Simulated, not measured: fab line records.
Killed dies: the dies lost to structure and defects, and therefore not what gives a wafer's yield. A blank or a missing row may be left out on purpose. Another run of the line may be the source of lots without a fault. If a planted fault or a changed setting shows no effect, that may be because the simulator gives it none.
Code-filled problem report in 8D (eight disciplines) form | flow berkeleyCmos170 | the parts of the form that need people (team, actions taken, sign-off) are left out

1. WHAT WENT WRONG
PWELL_NITRIDE_THK at UCB170_PWELL_THK_MEAS_06 reads a mean of 274.2 nm on 6 wafers of 2 lots; wafers without a fault read 211.5 nm with a standard deviation of 2.1. Relative to the usual mean, that is a shift of +30 standard deviations.
Earliest sighting: wafer L827.1 on filmMetro-04 at day 6 02:52. The record holds 18 wafers of 6 lots with a number at this step. By rule, "out" or "out of limits" means more than 4 standard deviations away from the usual mean. The rest of the wafers with a number are treated as sound.

2. WHAT IT IS, WHAT IT ISN'T
question                    | is                         | is not
which readings at this step | PWELL_NITRIDE_THK          | -
which lots                  | L827, L828                 | L818, L823, L835, L836
which wafers of those lots  | all that have a number     | -
read on which gauges        | filmMetro-02, filmMetro-04 | filmMetro-01
when                        | from day 6 02:52           | up to then (6 sound wafers); but 6 sound wafers of L835, L836 came after

3. THE SUSPECTS, EACH WITH WHAT RULES IT OUT
Counting: a tool stays on the suspect list if, at a process step up to the reading, it processed all lots that are out and no sound lot following the first of them.
- ruled out: the gauge at UCB170_PWELL_THK_MEAS_06. 2 gauges (filmMetro-02, filmMetro-04) read the wafers that are out.
- lpcvd-01 at UCB170_PWELL_CVD_05 (deposits Si3N4 from SiH2Cl2/NH3, target thk 220 nm, time 3168 s): kept. It ran every lot that is out, first L827 (day 6 00:56), and no sound lot after that; its last sound lot up to then is L823 (day 4 20:49).
Left after counting: lpcvd-01 at UCB170_PWELL_CVD_05.

4. THE CAUSE (what the simulator had put in)
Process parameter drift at UCB170_PWELL_CVD_05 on lpcvd-01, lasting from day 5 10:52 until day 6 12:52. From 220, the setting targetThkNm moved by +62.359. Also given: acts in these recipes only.
Counting left only this tool.

5. THE CHAIN OF EFFECTS, in route order
Each row: a reading whose mean over the struck wafers that have a number lies more than 3 standard deviations from the usual. Readings are gone through only where the record gives a usual standard deviation; hours: the median, over the lots, of the time from a lot's start at the first step in this table giving one to that lot's start at this step; sigmas: the change measured in usual standard deviations.
hours | step                     | reading           | usual      | on struck wafers | change | sigmas
0     | UCB170_PWELL_THK_MEAS_06 | PWELL_NITRIDE_THK | 211.5 nm   | 274.2            | +62.7  | +30
2     | UCB170_PWELL_ETCH_14     | oesProductAu      | 0.915 a.u. | 0.997            | +0.082 | +5.9
Its process steps:
- UCB170_PWELL_ETCH_14: etches Si3N4 in CH3F/Ar/O2, stops on SiO2, target depth 242 nm, time 151 s.
At these later measuring or inspecting steps, every struck wafer for which the step has a row has a number for every such reading, and none has moved that far: UCB170_PWELL_OVL_MEAS_13.

6. HOW IT WOULD HAVE BEEN CAUGHT EARLIER
The first out-of-limits reading at a measuring or inspecting step in this record came at day 6 02:52, 16 hours after the fault's start at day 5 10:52.
Of the tool readings at UCB170_PWELL_CVD_05 for which the record gives a usual standard deviation, none was out on any struck wafer, so an alarm limit of 4 standard deviations on them would not have fired.
Lots out: 2; all had begun UCB170_PWELL_CVD_05 on lpcvd-01 by day 6 02:52. A hold on the tool at that time would have spared none of them.
